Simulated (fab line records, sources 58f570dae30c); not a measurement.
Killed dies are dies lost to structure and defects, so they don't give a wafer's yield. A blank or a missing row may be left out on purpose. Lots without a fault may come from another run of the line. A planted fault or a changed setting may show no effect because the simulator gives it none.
fab line records | flow berkeley_cmos170
record lots=13 wafers=39 last_day=13
route steps=331 shown PLDD@155 PSD@181 CONTACT@217 M1@239
lots that met no fault: from a run of the same line without faults
start_h: hours from the record's first day to the start of the lot's first wafer shown | wait_h: hours since the lot's step before | " the same as in the row above | L1.1+2: a row that stands for several wafers | - no value, or no start given | * or withheld: withheld | < > ~ a bound
route shown NAME@n: a module of which the file shows steps, and the number in the route of the first | usual: mean/standard deviation of fault-free wafers | same: alike in all rows | chamber/n: place in a boat | sites: the reading at each site | _std_site: their standard deviation | _edge_site: outer sites' mean less inner sites' | radius_mm: how far each site lies from the wafer's centre | mask NAME#n: copy n | behind: the tool/chamber that last shaped the wafer | hold: why the lot was held/for how many hours/how that ended | device: the transistor (n, p or np) that didn't switch | end of line: the same wafers' tests at the end of the route | a step without rows: its recipe alone | killed: dies lost to structure and defects at the first sort, not the wafer's yield | map: a wafer's dies, x killed, . not, _ none there
set.NAME: the setting as run; set.NAME@STEP: as run at that earlier step | model.NAME: the simulator's own value behind a step, which no gauge read
steps of the route over a sample of lots; a table a step, a row a wafer
services: from which hour (start_h, from the record's first day; less than 0 if before it) a tool's chamber was out of use, for how many hours, and why
## steps
# step UCB170_PLDD_STRIP_10
# recipe chemistry=O2 power_w=400 pressure_mtorr=3500 platen_temp_c=withheld o2_flow_sccm=400 overash_fraction=0.5
# usual drypump_motor_current_A=6.04/0.27 oes_product_au=0.734/0.0043 strip_time_to_endpoint_s=21.64/0.07
# columns lot.wafer tool chamber start_h wait_h drypump_motor_current_A oes_product_au rf_hours_counter_h strip_time_to_endpoint_s
L932.2 plasma_asher-04 1 158.91 0.1 6.01 0.735 42 21.50
L932.5 " 1 " " 6.03 0.731 - 21.55
L932.6 " 0 " " 5.73 0.730 - 21.45
L933.1 plasma_asher-01 0 173.73 0.1 6.22 0.729 41 21.56
L933.3 " 1 " " 6.38 0.738 - 21.66
L933.4 " 0 " " 6.18 0.731 - 21.61
L934.1 plasma_asher-01 0 174.01 0.1 6.21 0.737 41 21.57
L934.2 " 1 " " 6.37 0.727 41 21.64
L934.6 " 0 " " 6.19 0.743 - 21.61
L937.1 plasma_asher-01 0 185.60 0.1 6.22 0.736 42 21.63
L937.2 " 1 " " 6.37 0.737 42 21.62
L937.6 " 0 " " 6.22 0.731 - 21.59
L939.2 plasma_asher-04 1 198.70 0.1 6.00 0.736 46 21.66
L939.5 " 0 " " 5.71 0.733 - 21.73
L939.6 " 1 " " 6.00 0.726 - 21.72
L940.1 plasma_asher-03 0 198.93 0.1 6.41 0.736 8 21.69
L940.3 " 0 " " 6.43 0.736 - 21.55
L940.6 " 0 " " 6.40 0.739 - 21.53
L938.1 plasma_asher-04 0 200.10 0.1 5.73 0.736 46 21.60
L938.5 " 0 " " 5.72 0.732 - 21.61
L938.6 " 1 " " 6.04 0.733 - 21.71
L948.3 plasma_asher-04 0 227.32 0.1 5.70 0.730 - 21.78
L948.4 " 1 " " 6.01 0.727 - 21.74
L948.6 " 0 " " 5.72 0.734 - 21.82
L945.2 plasma_asher-03 0 227.78 0.1 6.44 0.735 11 21.56
L945.4 " 1 " " 5.79 0.730 - 21.50
L945.5 " 1 " " 5.77 0.722 - 21.55
L950.2 plasma_asher-03 0 235.16 0.1 6.41 0.738 12 21.61
L950.3 " 0 " " 6.40 0.727 - 21.54
L950.4 " 1 " " 5.73 0.738 - 21.64
L949.1 plasma_asher-04 0 235.36 0.1 5.74 0.733 51 21.58
L949.2 " 1 " " 6.03 0.726 51 21.61
L949.4 " 1 " " 6.00 0.734 - 21.64
L951.2 plasma_asher-03 1 257.39 0.1 5.74 0.739 15 21.66
L951.3 " 1 " " 5.75 0.736 - 21.68
L951.4 " 0 " " 6.47 0.736 - 21.60
L955.1 plasma_asher-03 1 267.67 0.1 5.78 0.730 16 21.68
L955.2 " 0 " " 6.44 0.729 16 21.64
L955.5 " 1 " " 5.75 0.731 - 21.64
# step UCB170_PSD_CD_MEAS_06
# recipe target_cd_nm=1200
# usual cd_nm=1199.7/1.5
# columns lot.wafer tool chamber start_h wait_h cd_nm
L932.2 cd_sem-01 - 168.89 - 1198.4
L932.5 " - " " 1198.7
L932.6 " - " " 1198.2
L933.1 cd_sem-01 - 183.23 - 1203.2
L933.3 " - " " 1203.8
L933.4 " - " " 1202.2
L934.1 cd_sem-01 - 183.50 - 1199.0
L934.2 " - " " 1198.6
L934.6 " - " " 1200.0
L937.1 cd_sem-01 - 197.30 - 1198.8
L937.2 " - " " 1197.0
L937.6 " - " " 1199.0
L938.1 cd_sem-01 - 208.90 - 1201.7
L938.5 " - " " 1201.3
L938.6 " - " " 1202.7
L939.2 cd_sem-02 - 208.98 - 1200.1
L939.5 " - " " 1200.1
L939.6 " - " " 1199.5
L940.1 cd_sem-02 - 209.17 - 1197.3
L940.3 " - " " 1197.8
L940.6 " - " " 1198.9
L945.2 cd_sem-02 - 239.53 - 1197.8
L945.4 " - " " 1197.1
L945.5 " - " " 1196.3
L948.3 cd_sem-01 - 239.55 - 1199.9
L948.4 " - " " 1200.8
L948.6 " - " " 1201.1
L950.2 cd_sem-01 - 244.60 - 1202.6
L950.3 " - " " 1201.4
L950.4 " - " " 1202.3
L949.1 cd_sem-01 - 244.86 - 1198.1
L949.2 " - " " 1198.8
L949.4 " - " " 1198.5
L951.2 cd_sem-01 - 267.76 - 1199.7
L951.3 " - " " 1198.9
L951.4 " - " " 1199.5
L955.1 cd_sem-02 - 277.68 - 1199.0
L955.2 " - " " 1198.7
L955.5 " - " " 1199.1
# step UCB170_CONTACT_CVD_01
# recipe material=PSG target_thk_nm=700 temp_c=450 precursor=SiH4/O2/PH3 time_s=2820 pressure_mtorr=300 sih4_flow_sccm=60 o2_flow_sccm=90 ph3_flow_sccm=25
# usual susceptor_temp_C=450.02/0.27
# columns lot.wafer tool chamber start_h wait_h susceptor_temp_C
L932.2 lpcvd-02 1 175.17 0.0 450.28
L932.5 " 1 " " 450.14
L932.6 " 1 " " 450.23
L933.1 lpcvd-01 0 190.85 0.0 449.79
L933.3 " 0 " " 449.79
L933.4 " 0 " " 449.66
L934.1 lpcvd-01 1 190.85 0.0 449.62
L934.2 " 1 " " 449.54
L934.6 " 1 " " 449.90
L937.1 lpcvd-01 1 201.94 0.0 450.36
L937.2 " 1 " " 450.09
L937.6 " 1 " " 450.09
L938.1 lpcvd-01 0 213.46 0.0 449.35
L938.5 " 0 " " 449.72
L938.6 " 0 " " 449.57
L939.2 lpcvd-02 1 213.99 0.1 450.26
L939.5 " 1 " " 450.11
L939.6 " 1 " " 450.55
L940.1 lpcvd-02 0 213.99 0.0 449.88
L940.3 " 0 " " 449.51
L940.6 " 0 " " 449.22
L945.2 lpcvd-01 1 244.45 0.3 450.32
L945.4 " 1 " " 450.25
L945.5 " 1 " " 450.33
L948.3 lpcvd-01 0 244.45 0.5 450.04
L948.4 " 0 " " 450.00
L948.6 " 0 " " 450.16
L949.1 lpcvd-02 1 251.14 0.5 449.91
L949.2 " 1 " " 449.77
L949.4 " 1 " " 449.80
L950.2 lpcvd-02 1 251.14 0.5 450.03
L950.3 " 1 " " 449.82
L950.4 " 1 " " 450.38
L951.2 lpcvd-01 0 274.30 0.0 450.35
L951.3 " 0 " " 450.19
L951.4 " 0 " " 450.14
L955.1 lpcvd-02 0 282.18 0.0 449.93
L955.2 " 0 " " 449.64
L955.5 " 0 " " 450.21
# step UCB170_CONTACT_THK_MEAS_02
# recipe reads=PSG_of_CONTACT_CVD_01
# usual CONTACT_PSG_THK=700/5.3
# columns lot.wafer tool chamber start_h wait_h CONTACT_PSG_THK[nm]
L932.2 film_metro-03 - 176.96 0.0 701
L932.5 " - " " 709
L932.6 " - " " 698
L933.1 film_metro-02 - 192.64 0.0 706
L933.3 " - " " 700
L933.4 " - " " 703
L934.1 film_metro-01 - 192.64 0.0 698
L934.2 " - " " 709
L934.6 " - " " 704
L937.1 film_metro-02 - 203.72 0.0 704
L937.2 " - " " 708
L937.6 " - " " 709
L940.1 film_metro-01 - 215.78 0.0 697
L940.3 " - " " 696
L940.6 " - " " 694
L939.2 film_metro-03 - 215.79 0.0 705
L939.5 " - " " 696
L939.6 " - " " 697
L938.1 film_metro-02 - 216.13 0.0 702
L938.5 " - " " 703
L938.6 " - " " 705
L945.2 film_metro-03 - 246.25 0.0 553
L945.4 " - " " 557
L945.5 " - " " 559
L948.3 film_metro-01 - 246.26 0.0 693
L948.4 " - " " 694
L948.6 " - " " 696
L949.1 film_metro-01 - 252.92 0.0 703
L949.2 " - " " 702
L949.4 " - " " 697
L950.2 film_metro-03 - 252.93 0.0 696
L950.3 " - " " 699
L950.4 " - " " 689
L951.2 film_metro-02 - 276.09 0.0 697
L951.3 " - " " 695
L951.4 " - " " 697
L955.1 film_metro-03 - 283.96 0.0 692
L955.2 " - " " 696
L955.5 " - " " 688
# step UCB170_CONTACT_ETCH_18
# recipe chemistry=CHF3/CF4/Ar target=PSG stop_on=TiSi2 CHF3_flow_sccm=45 cf4_flow_sccm=15 Ar_flow_sccm=150 pressure_mtorr=200 rf_w=700 target_depth_a=8400 over_etch_frac=0.2 time_s=195
# usual drypump_motor_current_A=5.7/0.41 oes_product_au=0.891/0.014 throttle_valve_pct=6.96/0.086
# columns lot.wafer tool chamber start_h wait_h drypump_motor_current_A oes_product_au rf_hours_counter_h throttle_valve_pct
L932.2 rie_diel-02 2 - - 5.4 0.892 1 7.06
L932.5 " 0 " " 6.4 0.924 - 6.90
L932.6 " 1 " " 5.3 0.889 - 6.97
L933.1 rie_diel-02 3 - - 5.6 0.891 7 6.98
L933.3 " 0 " " 6.4 0.916 51 6.88
L933.4 " 1 " " 5.3 0.890 11 6.96
L934.1 rie_diel-04 2 - - 5.8 0.903 83 7.06
L934.2 " 0 " " 5.5 0.899 37 6.93
L934.6 " 0 " " 5.6 0.892 - 6.94
L937.1 rie_diel-02 0 - - 6.4 0.907 52 6.91
L937.2 " 3 " " 5.6 0.892 8 7.01
L937.6 " 3 " " 5.6 0.897 - 6.99
L939.2 rie_diel-04 0 - - 5.6 0.894 37 6.92
L939.5 " 2 " " 5.9 0.898 - 7.07
L939.6 " 3 " " 5.3 0.881 - 6.80
L940.1 rie_diel-02 2 - - 5.4 0.896 2 7.07
L940.3 " 1 " " 5.3 0.892 12 6.97
L940.6 " 3 " " 5.6 0.886 - 6.99
L938.1 rie_diel-03 1 - - 6.1 0.865 11 7.10
L938.5 " 3 " " 5.8 0.910 - 6.83
L938.6 " 0 " " 5.8 0.896 - 6.98
L945.2 rie_diel-02 3 - - 5.6 0.778 10 6.98
L945.4 " 1 " " 5.3 0.780 14 6.96
L945.5 " 2 " " 5.4 0.782 - 7.06
L948.3 rie_diel-03 2 - - 5.1 0.875 0 6.97
L948.4 " 0 " " 5.8 0.885 127 6.98
L948.6 " 1 " " 6.1 0.863 - 7.09
L949.1 rie_diel-03 1 - - 6.1 0.872 13 7.11
L949.2 " 0 " " 5.8 0.893 127 6.98
L949.4 " 0 " " 5.8 0.880 - 6.97
L950.2 rie_diel-02 1 - - 5.3 0.893 15 6.98
L950.3 " 2 " " 5.4 0.895 4 7.06
L950.4 " 3 " " 5.6 0.887 11 7.01
L951.2 rie_diel-02 3 - - 5.6 0.879 12 7.00
L951.3 " 1 " " 5.3 0.891 16 6.95
L951.4 " 0 " " 6.4 0.920 56 6.90
L955.1 rie_diel-04 3 - - 5.2 0.873 118 6.82
L955.2 " 0 " " 5.5 0.884 41 6.92
L955.5 " 0 " " 5.5 0.883 - 6.92
# step UCB170_M1_RS_MEAS_01
# recipe thk_meas_gauge=four-point-probe reads=Al_of_M1_SPUTTER_00
# usual M1_AL_RS=0.0486/0.00049
# columns lot.wafer tool chamber start_h wait_h M1_AL_RS[ohm/sq]
L932.2 film_metro-04 - 179.57 0.1 0.0493
L932.5 " - " " 0.0488
L932.6 " - " " 0.0494
L933.1 film_metro-03 - 196.29 0.0 0.0488
L933.3 " - " " 0.0483
L933.4 " - " " 0.0492
L934.1 film_metro-04 - 196.71 0.0 0.0483
L934.2 " - " " 0.0477
L934.6 " - " " 0.0478
L937.1 film_metro-04 - 207.29 0.0 0.0480
L937.2 " - " " 0.0489
L937.6 " - " " 0.0485
L939.2 film_metro-02 - 218.52 0.1 0.0482
L939.5 " - " " 0.0482
L939.6 " - " " 0.0483
L940.1 film_metro-03 - 218.67 0.0 0.0486
L940.3 " - " " 0.0484
L940.6 " - " " 0.0485
L938.1 film_metro-04 - 218.95 0.0 0.0485
L938.5 " - " " 0.0483
L938.6 " - " " 0.0485
L945.2 film_metro-03 - 248.84 0.1 0.0496
L945.4 " - " " 0.0492
L945.5 " - " " 0.0488
L948.3 film_metro-04 - 249.13 0.1 0.0491
L948.4 " - " " 0.0486
L948.6 " - " " 0.0488
L949.1 film_metro-04 - 255.56 0.0 0.0489
L949.2 " - " " 0.0485
L949.4 " - " " 0.0487
L950.2 film_metro-02 - 256.10 0.1 0.0485
L950.3 " - " " 0.0481
L950.4 " - " " 0.0483
L951.2 film_metro-03 - 279.45 0.1 0.0477
L951.3 " - " " 0.0478
L951.4 " - " " 0.0475
L955.1 film_metro-02 - 286.62 0.0 0.0479
L955.2 " - " " 0.0478
L955.5 " - " " 0.0479
## services
# columns tool chamber start_h hours kind
rie_diel-02 2 144.38 - clean
rie_diel-02 2 144.38 17.7 scheduled_down
rie_diel-02 2 144.38 17.7 vent_cycle
rie_diel-03 - 147.18 1.2 repair
rie_diel-02 1 160.61 3.5 repair
plasma_asher-04 - 169.08 2.8 pm
plasma_asher-03 - 172.13 2.8 pm
rie_diel-04 3 178.86 4.2 repair
rie_diel-04 - 179.82 1.8 repair
rie_diel-03 1 209.53 4.7 repair
plasma_asher-01 - 211.73 2.3 repair
rie_diel-03 2 214.75 8.6 repair
rie_diel-02 2 218.20 8.0 repair
rie_diel-03 2 228.32 - clean
rie_diel-03 2 228.32 12.3 scheduled_down
rie_diel-03 2 228.32 12.3 vent_cycle
lpcvd-02 - 237.52 11.3 repair
rie_diel-03 2 252.07 32.7 repair
rie_diel-04 2 252.77 41.4 repair
rie_diel-03 3 263.28 13.4 repair
rie_diel-03 3 284.73 - clean
## key
first_sign step=UCB170_CONTACT_THK_MEAS_02 reading=CONTACT_PSG_THK direction=down sigmas=27 usual=700 struck=556
effect step=UCB170_CONTACT_ETCH_18 reading=oes_product_au direction=down sigmas=7.7 usual=0.891 struck=0.780
met_at UCB170_CONTACT_CVD_01
struck_lots L945
struck_wafers L945.2,L945.4,L945.5
tester_left_out L945
not_acting_at UCB170_PLDD_STRIP_10,UCB170_PSD_CD_MEAS_06,UCB170_M1_RS_MEAS_01
onset_between 201.94 244.45
fault kind=process_parameter_drift tool=lpcvd-01 chamber=1 onset_h=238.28 steps=UCB170_CONTACT_CVD_01 channel=target_thk_nm offset=-140 shape=step end_h=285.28 acts_in=these_recipes_only stated=700
# tester_left_out: of these lots the tester's yield and bins aren't shown, on N5 and GAA mostly nor the transistor test; their killed dies are dies lost to structure and defects alone, not to doping, threshold or leakage, so they don't give the yield
